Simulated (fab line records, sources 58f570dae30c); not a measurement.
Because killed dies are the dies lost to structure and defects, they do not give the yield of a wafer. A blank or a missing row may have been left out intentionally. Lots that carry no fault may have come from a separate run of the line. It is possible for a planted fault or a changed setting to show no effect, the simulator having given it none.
The same fault as seen by 2 desks -- flow berkeley cmos170 -- each desk holds nothing but its own numbers, with what lay behind them at the end

== METROLOGY DESK ==
Means of the sampled wafers that have a number, per lot and without regard to the tool the lot ran on: this is what the gauges read. Any lot whose mean is over 4 standard deviations away from the usual mean is out of limits and marked OUT; that distance is given in the brackets.
Columns: A = V2_TEOS_THK at UCB170_V2_THK_MEAS_01, usual 1988 nm
lot,first seen here,A
L383,day 8 23:53,1981
L384,day 9 00:26,2015
L385,day 9 10:28,1990
L386,day 9 12:01,2023
L387,day 9 19:17,1985
L391,day 10 08:49,1996
L389,day 10 11:07,2008
L394,day 10 20:17,1978
L393,day 10 23:14,2021
L397,day 11 08:39,1989
L395,day 11 11:14,2008
L400,day 12 11:41,1977
L402,day 12 17:40,2001
L403,day 13 20:10,1958
L405,day 14 00:17,1993
This desk's verdict: no lot among the 15 shows anything out of limits.

== DESK OF THE TOOL OWNER: rie diel-03 ==
The tool's own readings at UCB170_M3_ETCH_17 (etches BARC in N2/H2): means of the sampled wafers that have a number, for each lot that ran on this tool. Any lot whose mean is over 4 standard deviations away from the usual mean is out of limits and marked OUT; that distance is given in the brackets.
Columns: A = bias w at UCB170_M3_ETCH_17, usual 100.0 W; B = drypump motor current A at UCB170_M3_ETCH_17, usual 5.7 A; C = oes product au at UCB170_M3_ETCH_17, usual 1.020 a.u.; D = throttle valve pct at UCB170_M3_ETCH_17, usual 13.36 %
lot,first seen here,A,B,C,D
L386,day 9 16:34,99.8,5.7,1.018,13.41
L391,day 10 14:57,109.1 (+29) OUT,6.5,1.041,13.65
L389,day 10 16:18,109.6 (+31) OUT,6.5,1.038,13.66
L393,day 11 04:09,109.9 (+32) OUT,6.5,1.032,13.66
L403,day 14 01:58,99.8,5.6,1.019,13.40
This desk finds L389, L391, L393 out of limits, L391 being first, at day 10 14:57 (bias w at UCB170_M3_ETCH_17). L386, L403: within limits.

== BROUGHT TOGETHER ==
The tool owner's desk had the chance to raise an alarm at day 10 14:57 on L389, L391, L393.
Nothing out of limits was seen by the metrology desk.
The metrology desk has L389, L391, L393 on record, within its limits.
On rie diel-03, each named lot ran UCB170_M3_ETCH_17.

== WHAT THE SIMULATOR HAD PUT IN ==
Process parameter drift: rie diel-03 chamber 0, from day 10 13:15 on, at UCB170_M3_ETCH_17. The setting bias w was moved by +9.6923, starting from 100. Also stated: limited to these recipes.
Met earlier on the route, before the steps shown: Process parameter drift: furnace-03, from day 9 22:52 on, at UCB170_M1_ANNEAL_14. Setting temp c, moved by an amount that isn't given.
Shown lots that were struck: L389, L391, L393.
Delay in hours, fault start to first out-of-limits reading, by desk: the tool owner's desk at 2.
